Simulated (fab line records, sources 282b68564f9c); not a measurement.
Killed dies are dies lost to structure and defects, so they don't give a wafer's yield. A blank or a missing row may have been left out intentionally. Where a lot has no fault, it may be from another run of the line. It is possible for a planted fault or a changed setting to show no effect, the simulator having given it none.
Which tool did it? ; flow rit_cmos ; 21 wafers from 7 lots sampled at 3 of the route's 202 steps

== WHAT THE GAUGES READ, wafer by wafer ==
RIT_PSD_TW_MEAS_10.
lot;measured;on;PSD_TW
L528;day 3 07:31;film_metro-02;3438 3446 3451
L530;day 3 18:16;film_metro-01;3451 3422 3441
L533;day 4 09:51;film_metro-04;3472 3468 3465
L536;day 4 22:24;film_metro-01;3409 3428 3444
L540;day 5 19:37;film_metro-01;3564 3551 3558
L545;day 7 02:52;film_metro-04;3424 3428 3435
L548;day 8 13:27;film_metro-04;3439 3451 3465

== TOOL THAT RAN EACH LOT (tool first, then ch and the chambers of the sampled wafers, then the start) ==
lot;RIT_PLDD_STRIP_09;RIT_PSD_IMPLANT_08
L528;plasma_asher-04 ch 0,1, day 3 01:44;implanter-04 ch 0, day 3 07:12
L530;plasma_asher-02 ch 0,1, day 3 12:11;implanter-04 ch 0, day 3 17:58
L533;plasma_asher-03 ch 0,1, day 4 04:13;implanter-01 ch 0, day 4 09:33
L536;plasma_asher-03 ch 0,1, day 4 16:49;implanter-04 ch 0, day 4 22:07
L540;plasma_asher-03 ch 0,1, day 5 13:47;implanter-04 ch 0, day 5 19:20
L545;plasma_asher-02 ch 0,1, day 6 21:08;implanter-02 ch 0, day 7 02:35
L548;plasma_asher-04 ch 0,1, day 8 06:56;implanter-01 ch 0, day 8 13:07
- RIT_PLDD_STRIP_09: strips in O2, time 180 s.
- RIT_PSD_IMPLANT_08

== THE ANSWER, worked out from the rows above alone ==
Rule: the lots themselves supply what counts as usual. Put in order of their means at a reading, lots are off if they are a third of the lots or fewer, leave a main group of 4 or more, and stand apart from it by a gap of 3 or more times the standard deviation of the main group's means; of several such gaps the widest counts. A main group is skipped when, at the precision printed for the reading in the tables above, its means are all equal. Also off: a lot with no number at a reading for which 4 or more lots have one. Where the step has rows for the other lots, those lots are counted as sound.
Off: L540, at RIT_PSD_TW_MEAS_10 (PSD_TW). For the main group the mean is 3443 and the standard deviation 14.
A tool fits if, at a process step before that reading, it ran every lot that is off, and no sound lot after the first of them. Those tools and the gauges at RIT_PSD_TW_MEAS_10 are tried in the same way. Can't be told from this: 3 tools fit, plasma_asher-03 at RIT_PLDD_STRIP_09, implanter-04 at RIT_PSD_IMPLANT_08, film_metro-01 at RIT_PSD_TW_MEAS_10.

== WHAT THE SIMULATOR HAD INSERTED ==
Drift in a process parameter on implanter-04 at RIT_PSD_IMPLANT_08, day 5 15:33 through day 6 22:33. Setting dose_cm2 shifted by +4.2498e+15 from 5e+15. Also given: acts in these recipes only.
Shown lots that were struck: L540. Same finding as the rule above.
